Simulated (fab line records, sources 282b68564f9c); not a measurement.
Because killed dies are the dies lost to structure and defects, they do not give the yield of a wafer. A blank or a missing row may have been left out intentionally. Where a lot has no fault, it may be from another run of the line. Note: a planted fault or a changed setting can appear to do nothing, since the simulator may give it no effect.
Code-filled problem report in 8D (eight disciplines) form || flow rit cmos || the parts of the form that need people (team, actions taken, sign-off) are left out

## 1. PROBLEM STATEMENT
NWELL_RS at RIT_WELLDRIVE_RS_MEAS_01 reads a mean of 284.7 ohm/sq on 6 wafers of 2 lots; wafers without a fault read 275.3 ohm/sq with a standard deviation of 0.81. Measured from the usual mean, that is +12 standard deviations.
The step: measures by four-point-probe.
Seen first at day 5 12:41 on film metro-03, wafer L305.3. The record holds 42 wafers of 14 lots with a number at this step. Rule for "out" (also "out of limits"): further than 4 standard deviations from the usual mean. Any other wafer with a number is counted as sound.

## 2. WHAT THIS IS AND IS NOT
{"question": "which readings at this step", "is": "NWELL_RS", "is not": "-"}
{"question": "which lots", "is": "L305, L306", "is not": "L289, L291, L292, L294, L300, L301, L303, L307, L309, L310, L311, L312"}
{"question": "which wafers of those lots", "is": "all that have a number", "is not": "-"}
{"question": "read on which gauges", "is": "film metro-03", "is not": "film metro-01, film metro-04"}
{"question": "when", "is": "from day 5 12:41", "is not": "up to then (21 sound wafers); but 15 sound wafers of L307, L309, L310, L311, L312 came after"}

## 3. WHAT RULES OUT EACH SUSPECT
Counting: a tool stays on the suspect list if, at a process step up to the reading, it processed all lots that are out and no sound lot following the first of them.
- ruled out: the gauge at RIT_WELLDRIVE_RS_MEAS_01. All the wafers that are out were read on film metro-03, but those of them that RIT_WELLDRIVE_ANNEAL_00 has rows for are out there too, on other tools.
- furnace-01 at RIT_WELLDRIVE_ANNEAL_00 (time 14700 s): kept. It processed each lot that is out, first L305 at day 5 07:34, and no sound lot thereafter; up to then, the last sound lot it processed was L303 at day 4 21:17. Out on those wafers are its own readings of spike tc centre C, tube center temp C, tube_center_temp_C_max.
Remaining after the count: furnace-01 at RIT_WELLDRIVE_ANNEAL_00.

## 4. THE CAUSE (what the simulator had put in)
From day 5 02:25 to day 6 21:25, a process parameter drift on furnace-01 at RIT_WELLDRIVE_ANNEAL_00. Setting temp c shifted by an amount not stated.
Only this tool survived the counting.

## 5. THE EFFECT CHAIN, in route order
Each row: a reading whose mean over the struck wafers that have a number lies more than 3 standard deviations from the usual. Only readings whose record carries a usual standard deviation are examined. hours: median over the lots of the time between each lot's start at the first step of this table that gives one and its start at this step. sigmas: the change, counted in usual standard deviations.
{"hours": 0, "step": "RIT_WELLDRIVE_ANNEAL_00", "reading": "spike tc centre C", "usual": "1103.0 C", "on struck wafers": 1094.6, "change": -8.4, "sigmas": -7.6}
{"hours": 0, "step": "RIT_WELLDRIVE_ANNEAL_00", "reading": "tube center temp C", "usual": "1100 C", "on struck wafers": 1092, "change": -8, "sigmas": -83}
{"hours": 0, "step": "RIT_WELLDRIVE_ANNEAL_00", "reading": "tube_center_temp_C_max", "usual": 1102.8, "on struck wafers": 1094.9, "change": -7.9, "sigmas": -19}
{"hours": 5, "step": "RIT_WELLDRIVE_RS_MEAS_01", "reading": "NWELL_RS", "usual": "275.3 ohm/sq", "on struck wafers": 284.7, "change": "+9.4", "sigmas": "+12"}
{"hours": 5, "step": "RIT_WELLDRIVE_RS_MEAS_02", "reading": "PWELL_RS", "usual": "429.5 ohm/sq", "on struck wafers": 438.4, "change": "+8.9", "sigmas": "+7.4"}
It contains these process steps:
- RIT_WELLDRIVE_ANNEAL_00: time 14700 s.

## 6. HOW IT WOULD HAVE BEEN CAUGHT EARLIER
10 hours passed between the start of the fault at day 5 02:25 and the first reading out of limits at a measuring or inspecting step in this record, taken at day 5 12:41.
Tool's own readings at RIT_WELLDRIVE_ANNEAL_00, spike tc centre C, tube center temp C, tube_center_temp_C_max: out on all struck wafers the step has rows for; an alarm limit on them would have tripped on the first.
L306, from the lots that are out (2), started RIT_WELLDRIVE_ANNEAL_00 on furnace-01 later than day 5 12:41. Putting the tool on hold at that point would have spared it.
